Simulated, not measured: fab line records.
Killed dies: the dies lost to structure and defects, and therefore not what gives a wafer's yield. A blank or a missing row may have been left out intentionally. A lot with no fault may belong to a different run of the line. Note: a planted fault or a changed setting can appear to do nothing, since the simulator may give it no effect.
8D (eight disciplines) problem report, filled in by code + flow rit-cmos + the parts of the form that need people (team, actions taken, sign-off) are left out

## 1. WHAT IS WRONG
Wafers without a fault read 2000.0 rpm, standard deviation 1.4; spin-speed-rpm at RIT_PRETRO_COAT_01 reads a mean of 1858.0 rpm on 6 wafers belonging to 2 lots. So: -99 or more standard deviations from the usual mean.
The step: resist thk 1300 nm.
First seen on wafer L502.1, day 4 18:01, on litho-track-01. The record holds 42 wafers of 14 lots with a number at this step. Rule for "out", or "out of limits": more than 4 standard deviations from the usual mean. The rest of the wafers with a number are treated as sound.

## 2. WHAT IT IS, WHAT IT ISN'T
| question                    | is                     | is not                                                                    |
|-----------------------------|------------------------|---------------------------------------------------------------------------|
| which readings at this step | spin-speed-rpm         | chill-plate-temp-C, resist-line-temp-C                                    |
| which lots                  | L502, L504             | L490, L491, L492, L493, L494, L495, L496, L498, L499, L500, L509, L511    |
| which wafers of those lots  | all that have a number | -                                                                         |
| read on which tools         | litho-track-01         | litho-track-02, litho-track-04                                            |
| when                        | from day 4 18:01       | up to then (30 sound wafers); but 6 sound wafers of L509, L511 came after |

## 3. WHAT RULES OUT EACH SUSPECT
Counting: any tool at a process step up to the reading is kept as a suspect provided that every lot that is out went through it and no sound lot did after the first of them.
- litho-track-01 at RIT_PRETRO_COAT_01 (resist thk 1300 nm): kept. It ran every lot that is out, first L502 (day 4 18:01), and no sound lot after that; its last sound lot up to then is L500 (day 4 07:33). Its own spin-speed-rpm readings are out on those wafers.
After counting, what remains is litho-track-01 at RIT_PRETRO_COAT_01.

## 4. THE CAUSE (what the simulator had put in)
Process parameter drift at RIT_PRETRO_COAT_01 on litho-track-01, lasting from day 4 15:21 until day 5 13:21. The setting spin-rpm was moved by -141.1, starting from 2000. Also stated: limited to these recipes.
The count eliminated every tool but this one.

## 5. THE EFFECT CHAIN, in route order
One row per reading whose mean, taken over the struck wafers that have a number, lies over 3 standard deviations from the usual. Only readings whose record carries a usual standard deviation are examined. hours: median over the lots of the time between each lot's start at the first step of this table that gives one and its start at this step. sigmas: the change, counted in usual standard deviations.
| hours | step               | reading        | usual      | on struck wafers | change | sigmas      |
|-------|--------------------|----------------|------------|------------------|--------|-------------|
| 0     | RIT_PRETRO_COAT_01 | spin-speed-rpm | 2000.0 rpm | 1858.0           | -142.0 | -99 or more |
The process steps in it:
- RIT_PRETRO_COAT_01: resist thk 1300 nm.

## 6. HOW IT WOULD HAVE BEEN CAUGHT EARLIER
In this record no reading fell out of limits until day 4 18:01, 3 hours after the fault had begun at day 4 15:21.
